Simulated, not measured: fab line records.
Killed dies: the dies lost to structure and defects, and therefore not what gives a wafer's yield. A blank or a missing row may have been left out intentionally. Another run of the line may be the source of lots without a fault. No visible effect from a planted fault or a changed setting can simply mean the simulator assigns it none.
A lot that was struck, set against a sound lot || flow berkeleyCmos170 || 15 out of 331 route steps
Sound: these wafers, L686.2, L686.5, L686.6. Wafers struck: L690.2, L690.3, L690.6. The cause is named last.
Order at every step that has rows: each side's tool, ch and its chambers, its first start. Under that, the readings that differ: sound wafers || struck wafers || difference of the means || sigmas: that difference in standard deviations of wafers without a fault.
alike: same words and numbers on both sides, and readings whose means sit less than 2 such deviations apart. not compared: any withheld reading, any reading some wafer has no value for, any bound like >300 that may hide the same value, and any number with overlapping values for which the record gives no deviation.
A row with sigmas, a row that says differs or no value, or rows on one side alone: a step with any of these is where the two part. Numbers that don't overlap but have no deviation are shown without sigmas and don't part them. A reading missing from all wafers of one side parts the sides only when that side holds two or more wafers.

UCB170_SILICIDE_THK_MEAS_03: measures by xrf.
  sound on filmMetro-01 at day 8 22:34; struck on filmMetro-02 at day 9 16:12
  alike: SILICIDE_TI_THK
UCB170_SILICIDE_RTA_04: time 15 s.
  sound on rtpAnneal-01 ch 0, day 8 22:38; struck on rtpAnneal-02 ch 0, day 9 16:16
{"reading": "lampPowerPct (%)", "sound": "10.1 10.1 10.1", "struck": "10.9 10.9 10.9", "difference": "+0.8", "sigmas": "+2"}
  alike: wafer_temp_C_max
then, 3 steps without rows for these wafers: UCB170_SILICIDE_WET_ETCH_05 (etches Ti in SPM, time 45 s); UCB170_CONTACT_CLEAN_00 (cleans in SPM, time 600 s); UCB170_CONTACT_CVD_01 (deposits PSG from SiH4/O2/PH3, target thk 700 nm, time 2820 s).
UCB170_CONTACT_THK_MEAS_02:
  sound on filmMetro-02 at day 9 00:44; struck on filmMetro-03 at day 9 18:59
{"reading": "CONTACT_PSG_THK (nm)", "sound": "690 682 692", "struck": "710 710 708", "difference": "+21", "sigmas": "+3"}
then, 3 steps without rows for these wafers: UCB170_CONTACT_HMDS_03 (prime time 60 s); UCB170_CONTACT_COAT_04 (resist thk 900 nm); UCB170_CONTACT_SOFTBAKE_05 (time 60 s).
UCB170_CONTACT_STRIP_06: strips in O2.
  sound on plasmaAsher-03 ch 0,1, day 9 01:14; struck on plasmaAsher-01 ch 0, day 9 19:29
  alike: drypumpMotorCurrentA, oesProductAu, stripTimeToEndpointS
  not compared: rfHoursCounterH
then, 1 step without rows for these wafers: UCB170_CONTACT_CLEAN_07 (cleans in SPM, time 600 s).
UCB170_CONTACT_RTA_08: time 10 s.
  sound on rtpAnneal-01 ch 0, day 9 01:36; struck on rtpAnneal-01 ch 0, day 9 21:19
  alike: lampPowerPct, wafer_temp_C_max
UCB170_CONTACT_COAT_09:
  sound on lithoTrack-01 ch 0, day 9 01:41; struck on lithoTrack-01 ch 0, day 9 21:52
{"reading": "spinSpeedRpm (rpm)", "sound": "3000.4 2999.3 2998.1", "struck": "2043.0 2043.6 2042.1", "difference": -956.4, "sigmas": "-99 or more"}
then, 1 step without rows for these wafers: UCB170_CONTACT_COAT_10 (resist thk 900 nm).
UCB170_M3_PROBE_99:
  sound wafers here have rows in the record (prober-01, day 10 06:53); struck ones have none

## WHERE THEY PART
Last at UCB170_M3_PROBE_99 as far as this record goes, first at UCB170_SILICIDE_RTA_04.

WHY: what had been put in by the simulator
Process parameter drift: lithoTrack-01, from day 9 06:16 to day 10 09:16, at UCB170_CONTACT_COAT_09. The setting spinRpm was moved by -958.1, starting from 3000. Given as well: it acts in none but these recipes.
